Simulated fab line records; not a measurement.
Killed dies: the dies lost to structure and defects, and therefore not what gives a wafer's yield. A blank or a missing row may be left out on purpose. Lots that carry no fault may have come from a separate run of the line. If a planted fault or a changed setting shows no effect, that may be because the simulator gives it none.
Comparing a struck lot with a sound one + flow rit-cmos + 17 out of 202 route steps
Sound: the wafers L757.2, L757.3, L757.6. Wafers L759.1, L759.5, L759.6 were the ones struck. The cause is named last.
At each step with rows: each side's tool, then ch and its chambers, then its first start. Under that, the readings that differ: sound wafers + struck wafers + difference of the means + sigmas: that difference in standard deviations of wafers without a fault.
alike: words and numbers the same on both sides, and readings whose means are apart by under 2 such deviations; not compared: readings that were withheld, readings missing a value for some wafer, numbers with overlapping values and no deviation given by the record, and bounds like >300 which may hide the same value.
Wherever a step has rows on one side only, a row that says differs or no value, or a row with sigmas, the two part there. Numbers that don't overlap but have no deviation are shown without sigmas and don't part them. Lack of a reading on every wafer of one side parts them only where that side has two or more wafers.

first, 1 step without rows for these wafers: RIT_PRETRO_DEVELOP_05 (develop time 68 s).
RIT_PRETRO_OVL_MEAS_06:
  sound: overlay-01 at day 3 19:20; struck: overlay-01 at day 4 03:52
  alike: PRETRO_OVL
then, 2 steps without rows for these wafers: RIT_PRETRO_HARDBAKE_07 (time 120 s); RIT_PRETRO_IMPLANT_08.
RIT_PRETRO_STRIP_09: strips in O2, time 180 s.
  sound on plasma-asher-02 ch 0,1, day 3 19:46; struck on plasma-asher-04 ch 0,1, day 4 04:17
  alike: drypump-motor-current-A
  not compared: rf-hours-counter-h
RIT_PRETRO_TW_MEAS_10:
  sound: film-metro-04 at day 3 19:58; struck: film-metro-01 at day 4 04:28
  alike: PRETRO_TW
then, 5 steps without rows for these wafers: RIT_GATE_WET_ETCH_00 (etches SiO2 in BOE, target depth 56 nm, time 60 s); RIT_GATE_CLEAN_01 (cleans in SC1, time 600 s); RIT_GATE_CLEAN_02 (cleans in dHF, time 30 s); RIT_GATE_CLEAN_03 (cleans in SC2, time 600 s); RIT_GATE_CLEAN_04 (cleans in dHF, time 60 s).
RIT_FOX2_THK_MEAS_91:
  sound: film-metro-04 at day 3 20:27; struck: film-metro-03 at day 4 04:56
  alike: FIELD_OXIDE_LEFT_2_THK
RIT_GATE_OXIDATION_05: target thk 3 nm, ox time 270 s.
  sound on furnace-01 ch 0, day 3 20:37; struck on furnace-01 ch 0, day 4 06:19
| reading                                     | sound             | struck            | difference | sigmas |
|---------------------------------------------|-------------------|-------------------|------------|--------|
| model.SiO2_of_GATE_OXIDATION_05.thk-nm (nm) | 3.138 3.141 3.174 | 3.465 3.498 3.501 | +0.337     |        |
  alike: spike-tc-centre-C, spike-tc-source-C
then, 1 step without rows for these wafers: RIT_GATE_ANNEAL_06 (time 600 s).
RIT_GATE_THK_MEAS_07:
  sound: film-metro-02 at day 3 23:11; struck: film-metro-03 at day 4 08:56
| reading             | sound          | struck         | difference | sigmas |
|---------------------|----------------|----------------|------------|--------|
| GATE_OXIDE_THK (nm) | 3.06 3.12 3.24 | 3.43 3.47 3.47 | +0.32      | +5     |
then, 1 step without rows for these wafers: RIT_GATE_CVD_08 (deposits poly-Si from SiH4, target thk 250 nm, time 2220 s).
RIT_M1_PROBE_99:
  sound: prober-02 at day 5 01:31; struck: prober-01 at day 5 09:05
| reading                             | sound             | struck            | difference | sigmas |
|-------------------------------------|-------------------|-------------------|------------|--------|
| model.etest.pmos_0p3.r-on-ohm-um    | 6656 6567 6628    | 7129 7371 7164    | +604       |        |
| model.etest.pmos-turned.r-on-ohm-um | 3725 3614 3618    | 3874 4128 3886    | +310       |        |
| model.etest.pmos_0p15.r-on-ohm-um   | 2966 2905 2916    | 3108 3277 3111    | +236       |        |
| model.etest.nmos_0p3.r-on-ohm-um    | 2256 2248 2255    | 2390 2455 2397    | +161       |        |
| model.etest.nmos_0p15.r-on-ohm-um   | 1180 1162 1187    | 1235 1282 1205    | +64        |        |
| model.etest.nmos_0p15.drive-ua-um   | 440.7 443.3 435   | 402.6 392.5 402.4 | -40.5      |        |
| model.etest.nmos-narrow.drive-ua-um | 216.5 213.8 213.5 | 186.7 184 181.4   | -30.6      |        |
| model.etest.nmos_0p3.drive-ua-um    | 211.6 212.4 209.3 | 187.7 184 184.6   | -25.7      |        |
  alike: killed-at-front-end, killed-dies, killed-open, killed-short

== WHERE THEY PART ==
Only at RIT_GATE_THK_MEAS_07, within this record. Later steps at which nothing parts them and some readings are alike: RIT_M1_PROBE_99.

WHY: what had been put in by the simulator
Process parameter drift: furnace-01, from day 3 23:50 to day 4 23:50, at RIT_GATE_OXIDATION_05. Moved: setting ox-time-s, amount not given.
